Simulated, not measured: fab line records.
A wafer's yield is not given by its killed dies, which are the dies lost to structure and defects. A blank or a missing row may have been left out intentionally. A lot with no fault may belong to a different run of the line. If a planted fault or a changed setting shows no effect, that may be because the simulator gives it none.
Which of the tools did it? || flow rit-cmos || Sampling: 14 lots, 42 wafers, 6 of 202 route steps

## WHAT THE GAUGES SHOWED, per wafer
RIT_PWELL_TW_MEAS_10.
{"lot": "L422", "measured": "day 2 00:42", "on": "film-metro-02", "PWELL_TW": "945 938 944"}
{"lot": "L423", "measured": "day 2 05:24", "on": "film-metro-03", "PWELL_TW": "947 941 944"}
{"lot": "L424", "measured": "day 2 09:18", "on": "film-metro-02", "PWELL_TW": "942 942 941"}
{"lot": "L425", "measured": "day 2 13:28", "on": "film-metro-01", "PWELL_TW": "959 960 957"}
{"lot": "L427", "measured": "day 3 05:41", "on": "film-metro-03", "PWELL_TW": "955 945 946"}
{"lot": "L428", "measured": "day 3 12:30", "on": "film-metro-03", "PWELL_TW": "949 950 955"}
{"lot": "L429", "measured": "day 3 18:56", "on": "film-metro-02", "PWELL_TW": "942 940 944"}
{"lot": "L434", "measured": "day 4 14:03", "on": "film-metro-02", "PWELL_TW": "939 942 941"}
{"lot": "L435", "measured": "day 4 17:12", "on": "film-metro-02", "PWELL_TW": "946 945 945"}
{"lot": "L437", "measured": "day 5 03:58", "on": "film-metro-02", "PWELL_TW": "979 979 979 979 980 985"}
{"lot": "L439", "measured": "day 5 14:47", "on": "film-metro-02", "PWELL_TW": "979 978 982 983 971 981"}
{"lot": "L440", "measured": "day 5 17:57", "on": "film-metro-02", "PWELL_TW": "947 950 950"}
{"lot": "L443", "measured": "day 6 09:26", "on": "film-metro-03", "PWELL_TW": "951 949 955"}
{"lot": "L444", "measured": "day 6 14:16", "on": "film-metro-01", "PWELL_TW": "958 958 960"}

RIT_WELLDRIVE_RS_MEAS_02: a four-point-probe measurement.
{"lot": "L422", "measured": "day 2 05:58", "on": "film-metro-01", "PWELL_RS (ohm/sq)": "430.6 430.6 429.4"}
{"lot": "L423", "measured": "day 2 11:02", "on": "film-metro-01", "PWELL_RS (ohm/sq)": "429.3 430.0 430.6"}
{"lot": "L424", "measured": "day 2 14:34", "on": "film-metro-03", "PWELL_RS (ohm/sq)": "431.0 429.1 429.9"}
{"lot": "L425", "measured": "day 2 18:50", "on": "film-metro-02", "PWELL_RS (ohm/sq)": "431.1 429.3 431.6"}
{"lot": "L427", "measured": "day 3 13:34", "on": "film-metro-02", "PWELL_RS (ohm/sq)": "430.1 428.5 428.7"}
{"lot": "L428", "measured": "day 3 19:59", "on": "film-metro-01", "PWELL_RS (ohm/sq)": "429.6 428.6 429.4"}
{"lot": "L429", "measured": "day 4 00:32", "on": "film-metro-03", "PWELL_RS (ohm/sq)": "430.4 431.4 429.5"}
{"lot": "L434", "measured": "day 4 20:34", "on": "film-metro-02", "PWELL_RS (ohm/sq)": "430.9 429.3 430.8"}
{"lot": "L435", "measured": "day 4 23:10", "on": "film-metro-02", "PWELL_RS (ohm/sq)": "429.1 428.6 428.8"}
{"lot": "L437", "measured": "day 5 11:46", "on": "film-metro-01", "PWELL_RS (ohm/sq)": "403.4 405.2 403.9 404.8 404.5 404.2"}
{"lot": "L439", "measured": "day 6 00:07", "on": "film-metro-03", "PWELL_RS (ohm/sq)": "404.6 405.3 404.9 404.5 404.5 404.9"}
{"lot": "L440", "measured": "day 5 23:13", "on": "film-metro-03", "PWELL_RS (ohm/sq)": "430.8 429.3 430.4"}
{"lot": "L443", "measured": "day 6 14:49", "on": "film-metro-02", "PWELL_RS (ohm/sq)": "430.3 430.4 429.5"}
{"lot": "L444", "measured": "day 6 19:33", "on": "film-metro-02", "PWELL_RS (ohm/sq)": "429.1 429.9 428.5"}

RIT_M1_RS_MEAS_01: a four-point-probe measurement.
{"lot": "L422", "measured": "day 3 13:20", "on": "film-metro-01", "M1_AL_RS (ohm/sq)": "0.0754 0.0744 0.0751"}
{"lot": "L423", "measured": "day 3 14:16", "on": "film-metro-04", "M1_AL_RS (ohm/sq)": "0.0724 0.0720 0.0722"}
{"lot": "L424", "measured": "day 4 02:49", "on": "film-metro-04", "M1_AL_RS (ohm/sq)": "0.0750 0.0738 0.0758"}
{"lot": "L425", "measured": "day 4 04:41", "on": "film-metro-03", "M1_AL_RS (ohm/sq)": "0.0727 0.0746 0.0725"}
{"lot": "L427", "measured": "day 4 19:03", "on": "film-metro-01", "M1_AL_RS (ohm/sq)": "0.0729 0.0727 0.0741"}
{"lot": "L428", "measured": "day 5 02:08", "on": "film-metro-01", "M1_AL_RS (ohm/sq)": "0.0744 0.0758 0.0756"}
{"lot": "L429", "measured": "day 5 04:38", "on": "film-metro-01", "M1_AL_RS (ohm/sq)": "0.0730 0.0729 0.0730"}
{"lot": "L434", "measured": "day 5 22:22", "on": "film-metro-04", "M1_AL_RS (ohm/sq)": "0.0735 0.0739 0.0744"}
{"lot": "L435", "measured": "day 6 04:27", "on": "film-metro-04", "M1_AL_RS (ohm/sq)": "0.0751 0.0755 0.0748"}
{"lot": "L437", "measured": "day 7 01:29", "on": "film-metro-03", "M1_AL_RS (ohm/sq)": "0.0734 0.0751 0.0742"}
{"lot": "L439", "measured": "day 7 09:42", "on": "film-metro-03", "M1_AL_RS (ohm/sq)": "0.0744 0.0737 0.0751"}
{"lot": "L440", "measured": "day 7 00:16", "on": "film-metro-04", "M1_AL_RS (ohm/sq)": "0.0734 0.0746 0.0734"}
{"lot": "L443", "measured": "day 7 18:19", "on": "film-metro-03", "M1_AL_RS (ohm/sq)": "0.0754 0.0758 0.0752"}
{"lot": "L444", "measured": "day 8 04:57", "on": "film-metro-01", "M1_AL_RS (ohm/sq)": "0.0725 0.0735 0.0724"}

RIT_M1_BOW_MEAS_16.
{"lot": "L422", "measured": "day 3 16:59", "on": "film-metro-01", "M1_BOW (um)": "21 11 20"}
{"lot": "L423", "measured": "day 3 18:28", "on": "film-metro-03", "M1_BOW (um)": "17 25 15"}
{"lot": "L424", "measured": "day 4 06:35", "on": "film-metro-04", "M1_BOW (um)": "12 25 33"}
{"lot": "L425", "measured": "day 4 08:35", "on": "film-metro-01", "M1_BOW (um)": "17 19 18"}
{"lot": "L427", "measured": "day 4 22:50", "on": "film-metro-01", "M1_BOW (um)": "17 10 10"}
{"lot": "L428", "measured": "day 5 06:03", "on": "film-metro-03", "M1_BOW (um)": "21 15 12"}
{"lot": "L429", "measured": "day 5 09:25", "on": "film-metro-04", "M1_BOW (um)": "13 29 14"}
{"lot": "L434", "measured": "day 6 02:14", "on": "film-metro-03", "M1_BOW (um)": "16 13 14"}
{"lot": "L435", "measured": "day 6 08:10", "on": "film-metro-04", "M1_BOW (um)": "10 20 10"}
{"lot": "L437", "measured": "day 7 05:07", "on": "film-metro-03", "M1_BOW (um)": "8 13 16"}
{"lot": "L439", "measured": "day 7 13:18", "on": "film-metro-03", "M1_BOW (um)": "7 25 19"}
{"lot": "L440", "measured": "day 7 03:52", "on": "film-metro-03", "M1_BOW (um)": "11 26 17"}
{"lot": "L443", "measured": "day 7 22:01", "on": "film-metro-01", "M1_BOW (um)": "15 19 18"}
{"lot": "L444", "measured": "day 8 08:33", "on": "film-metro-04", "M1_BOW (um)": "14 9 11"}

## EACH LOT AND THE TOOL THAT RAN IT (in order: tool; ch and the chambers of the sampled wafers; start)
{"lot": "L422", "RIT_PWELL_IMPLANT_08": "implanter-04 ch 0, day 2 00:23", "RIT_CONTACT_STRIP_12": "plasma-asher-03 ch 0,1, day 3 12:21"}
{"lot": "L423", "RIT_PWELL_IMPLANT_08": "implanter-03 ch 0, day 2 05:04", "RIT_CONTACT_STRIP_12": "plasma-asher-02 ch 0, day 3 13:17"}
{"lot": "L424", "RIT_PWELL_IMPLANT_08": "implanter-01 ch 0, day 2 08:58", "RIT_CONTACT_STRIP_12": "plasma-asher-04 ch 0,1, day 4 01:53"}
{"lot": "L425", "RIT_PWELL_IMPLANT_08": "implanter-01 ch 0, day 2 13:09", "RIT_CONTACT_STRIP_12": "plasma-asher-02 ch 0,1, day 4 03:44"}
{"lot": "L427", "RIT_PWELL_IMPLANT_08": "implanter-04 ch 0, day 3 05:22", "RIT_CONTACT_STRIP_12": "plasma-asher-04 ch 0,1, day 4 18:07"}
{"lot": "L428", "RIT_PWELL_IMPLANT_08": "implanter-03 ch 0, day 3 12:11", "RIT_CONTACT_STRIP_12": "plasma-asher-03 ch 0,1, day 5 01:10"}
{"lot": "L429", "RIT_PWELL_IMPLANT_08": "implanter-01 ch 0, day 3 18:37", "RIT_CONTACT_STRIP_12": "plasma-asher-03 ch 0,1, day 5 03:41"}
{"lot": "L434", "RIT_PWELL_IMPLANT_08": "implanter-04 ch 0, day 4 13:44", "RIT_CONTACT_STRIP_12": "plasma-asher-02 ch 0, day 5 21:07"}
{"lot": "L435", "RIT_PWELL_IMPLANT_08": "implanter-03 ch 0, day 4 16:53", "RIT_CONTACT_STRIP_12": "plasma-asher-04 ch 0,1, day 6 03:17"}
{"lot": "L437", "RIT_PWELL_IMPLANT_08": "implanter-04 ch 0, day 5 03:39", "RIT_CONTACT_STRIP_12": "plasma-asher-03 ch 0,1, day 7 00:32"}
{"lot": "L439", "RIT_PWELL_IMPLANT_08": "implanter-04 ch 0, day 5 14:28", "RIT_CONTACT_STRIP_12": "plasma-asher-03 ch 0,1, day 7 08:44"}
{"lot": "L440", "RIT_PWELL_IMPLANT_08": "implanter-03 ch 0, day 5 17:38", "RIT_CONTACT_STRIP_12": "plasma-asher-03 ch 0,1, day 6 23:19"}
{"lot": "L443", "RIT_PWELL_IMPLANT_08": "implanter-01 ch 0, day 6 09:06", "RIT_CONTACT_STRIP_12": "plasma-asher-03 ch 1, day 7 17:23"}
{"lot": "L444", "RIT_PWELL_IMPLANT_08": "implanter-03 ch 0, day 6 13:59", "RIT_CONTACT_STRIP_12": "plasma-asher-03 ch 0,1, day 8 03:49"}
- RIT_PWELL_IMPLANT_08
- RIT_CONTACT_STRIP_12: strips in O2, time 180 s.

## WHAT THE TOOLS THEMSELVES READ (means of the sampled wafers that have a number; where no wafer has one, the mark that the record gives instead)
RIT_PWELL_IMPLANT_08.
{"lot": "L422", "tool": "implanter-04", "dose-ions-cm2": 7.008e+13, "faraday-current-uA": 227}
{"lot": "L423", "tool": "implanter-03", "dose-ions-cm2": 7.011e+13, "faraday-current-uA": 224}
{"lot": "L424", "tool": "implanter-01", "dose-ions-cm2": 7.007e+13, "faraday-current-uA": 219}
{"lot": "L425", "tool": "implanter-01", "dose-ions-cm2": 6.999e+13, "faraday-current-uA": 219}
{"lot": "L427", "tool": "implanter-04", "dose-ions-cm2": 6.999e+13, "faraday-current-uA": 221}
{"lot": "L428", "tool": "implanter-03", "dose-ions-cm2": 7.003e+13, "faraday-current-uA": 223}
{"lot": "L429", "tool": "implanter-01", "dose-ions-cm2": 7.001e+13, "faraday-current-uA": 223}
{"lot": "L434", "tool": "implanter-04", "dose-ions-cm2": 6.997e+13, "faraday-current-uA": 220}
{"lot": "L435", "tool": "implanter-03", "dose-ions-cm2": 6.992e+13, "faraday-current-uA": 218}
{"lot": "L437", "tool": "implanter-04", "dose-ions-cm2": 7.701e+13, "faraday-current-uA": 244}
{"lot": "L439", "tool": "implanter-04", "dose-ions-cm2": 7.694e+13, "faraday-current-uA": 243}
{"lot": "L440", "tool": "implanter-03", "dose-ions-cm2": 7.001e+13, "faraday-current-uA": 223}
{"lot": "L443", "tool": "implanter-01", "dose-ions-cm2": 7.002e+13, "faraday-current-uA": 222}
{"lot": "L444", "tool": "implanter-03", "dose-ions-cm2": 6.995e+13, "faraday-current-uA": 221}

RIT_CONTACT_STRIP_12.
{"lot": "L422", "tool": "plasma-asher-03", "chamber-pressure-mTorr (mTorr)": 4003, "drypump-motor-current-A (A)": 5.5}
{"lot": "L423", "tool": "plasma-asher-02", "chamber-pressure-mTorr (mTorr)": 4001, "drypump-motor-current-A (A)": 5.7}
{"lot": "L424", "tool": "plasma-asher-04", "chamber-pressure-mTorr (mTorr)": 4001, "drypump-motor-current-A (A)": 5.9}
{"lot": "L425", "tool": "plasma-asher-02", "chamber-pressure-mTorr (mTorr)": 3997, "drypump-motor-current-A (A)": 6.2}
{"lot": "L427", "tool": "plasma-asher-04", "chamber-pressure-mTorr (mTorr)": 4000, "drypump-motor-current-A (A)": 5.9}
{"lot": "L428", "tool": "plasma-asher-03", "chamber-pressure-mTorr (mTorr)": 3996, "drypump-motor-current-A (A)": 5.5}
{"lot": "L429", "tool": "plasma-asher-03", "chamber-pressure-mTorr (mTorr)": 3999, "drypump-motor-current-A (A)": 5.5}
{"lot": "L434", "tool": "plasma-asher-02", "chamber-pressure-mTorr (mTorr)": 4002, "drypump-motor-current-A (A)": 5.7}
{"lot": "L435", "tool": "plasma-asher-04", "chamber-pressure-mTorr (mTorr)": 4001, "drypump-motor-current-A (A)": 5.9}
{"lot": "L437", "tool": "plasma-asher-03", "chamber-pressure-mTorr (mTorr)": 3999, "drypump-motor-current-A (A)": 5.5}
{"lot": "L439", "tool": "plasma-asher-03", "chamber-pressure-mTorr (mTorr)": 3999, "drypump-motor-current-A (A)": 5.5}
{"lot": "L440", "tool": "plasma-asher-03", "chamber-pressure-mTorr (mTorr)": 4004, "drypump-motor-current-A (A)": 5.5}
{"lot": "L443", "tool": "plasma-asher-03", "chamber-pressure-mTorr (mTorr)": 3999, "drypump-motor-current-A (A)": 5.5}
{"lot": "L444", "tool": "plasma-asher-03", "chamber-pressure-mTorr (mTorr)": 3996, "drypump-motor-current-A (A)": 5.5}

## THE ANSWER, worked out from the rows above alone
Rule: usual is defined by the lots themselves. The widest of any qualifying gaps counts: lots, ordered by their means at a reading, are off when they make up no more than a third of the lots, leave a main group of 4 or more, and stand apart from it by 3 or more times the standard deviation of that group's means. The tables above print the reading to a certain number of digits; a main group whose means all agree to those digits is not used. Also off: a lot with no number at a reading for which 4 or more lots have one. Where the step has rows for the other lots, those lots are counted as sound. After the gauges, taken in route order, come the tools' own readings; for these a lot's mean is taken, as printed above. The first step at which some lot is off is used, and at that step the reading that is off furthest; a lot without a number counts as furthest.
Off: at RIT_PWELL_TW_MEAS_10 (PWELL_TW), L437, L439. For the main group the mean is 948 and the standard deviation 6.
A tool fits if, at a process step before that reading, it ran every lot that is off, and no sound lot after the first of them. The gauges at RIT_PWELL_TW_MEAS_10 aren't tried: what is off there is off at RIT_WELLDRIVE_RS_MEAS_02 too, on other tools, and a gauge's error can't cause that. One candidate fits, namely implanter-04 at RIT_PWELL_IMPLANT_08. Its last sound lot is L434 (day 4 13:44), its first lot that is off L437 (day 5 03:39): a fault that began between those two fits.
The tool's own readings at RIT_PWELL_IMPLANT_08 bear it out: on the lots that are off they differ by more than 5 times the standard deviation of the sound lots' means. dose-ions-cm2 reads 7.698e+13 there against 7.001e+13 on the sound lots; faraday-current-uA reads 244 there against 222 on the sound lots.

## WHAT THE SIMULATOR HAD INSERTED
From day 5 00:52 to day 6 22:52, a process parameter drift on implanter-04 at RIT_PWELL_IMPLANT_08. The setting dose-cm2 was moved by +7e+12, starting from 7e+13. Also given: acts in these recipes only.
Lots struck among those shown: L437, L439. The rule above reached the same finding.
